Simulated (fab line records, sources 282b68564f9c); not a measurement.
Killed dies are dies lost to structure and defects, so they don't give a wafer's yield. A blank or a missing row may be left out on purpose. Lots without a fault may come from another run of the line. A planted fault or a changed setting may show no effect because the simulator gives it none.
Problem report in the 8D (eight disciplines) form, filled by code | flow rit_cmos | the parts of the form that need people (team, actions taken, sign-off) are left out

1. THE PROBLEM
NLDD_OVL at RIT_NLDD_OVL_MEAS_06 reads a mean of -150.3 nm on 12 wafers of 4 lots; wafers without a fault read -0.2 nm with a standard deviation of 1.1. That is -99 or more standard deviations from the usual mean.
First seen on wafer L285.2, day 5 06:38, on overlay-01. The record holds 48 wafers of 16 lots with a number at this step. Rule for "out", or "out of limits": more than 4 standard deviations from the usual mean. The other wafers with a number count as sound.

2. WHAT IT IS AND WHAT IT IS NOT
question                    | is                     | is not
which readings at this step | NLDD_OVL               | -
which lots                  | L285, L286, L288, L289 | L273, L274, L275, L276, L278, L279, L283, L284, L287, L292, L293, L295
which wafers of those lots  | all that have a number | -
read on which gauges        | overlay-01, overlay-02 | -
when                        | from day 5 06:38       | up to then (24 sound wafers); but 12 sound wafers of L287, L292, L293, L295 came after

3. SUSPECTS, AND WHAT RULES EACH OUT
Counting: a tool at a process step up to the reading stays a suspect if it ran every lot that is out and no sound lot after the first of them.
- the gauge at RIT_NLDD_OVL_MEAS_06: ruled out. The wafers that are out were read on 2 gauges (overlay-01, overlay-02).
- iline_stepper-01 at RIT_NLDD_EXPOSE_03 (exposes mask M7, target cd 40700 nm): kept. It ran every lot that is out, first L285 (day 5 06:14), and no sound lot after that; its last sound lot up to then is L283 (day 4 23:02).
Left after counting: iline_stepper-01 at RIT_NLDD_EXPOSE_03.

4. THE CAUSE (what the simulator had put in)
Scanner matching overlay: iline_stepper-01, from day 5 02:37 on, at RIT_NLDD_EXPOSE_03. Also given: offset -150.
Counting left only this tool.

5. THE CHAIN OF EFFECTS, in route order
Each row: a reading whose mean over the struck wafers that have a number lies more than 3 standard deviations from the usual. Only readings for which the record gives a usual standard deviation are gone through. hours: the time from each lot's start at the first step in this table that gives one to its start at this step, as a median over the lots. sigmas: the change in usual standard deviations.
hours | step                 | reading  | usual   | on struck wafers | change | sigmas
0     | RIT_NLDD_OVL_MEAS_06 | NLDD_OVL | -0.2 nm | -150.3           | -150.1 | -99 or more

6. WHAT WOULD HAVE CAUGHT IT SOONER
In this record the first reading out of limits at a measuring or inspecting step was taken at day 5 06:38, 4 hours after the fault began at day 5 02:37.
Of the tool readings at RIT_NLDD_EXPOSE_03 for which the record gives a usual standard deviation, none was out on any struck wafer, so an alarm limit of 4 standard deviations on them would not have fired.
Of the lots that are out (4), L286, L288, L289 began RIT_NLDD_EXPOSE_03 on iline_stepper-01 after day 5 06:38. A hold on the tool at that time would have spared those 3.
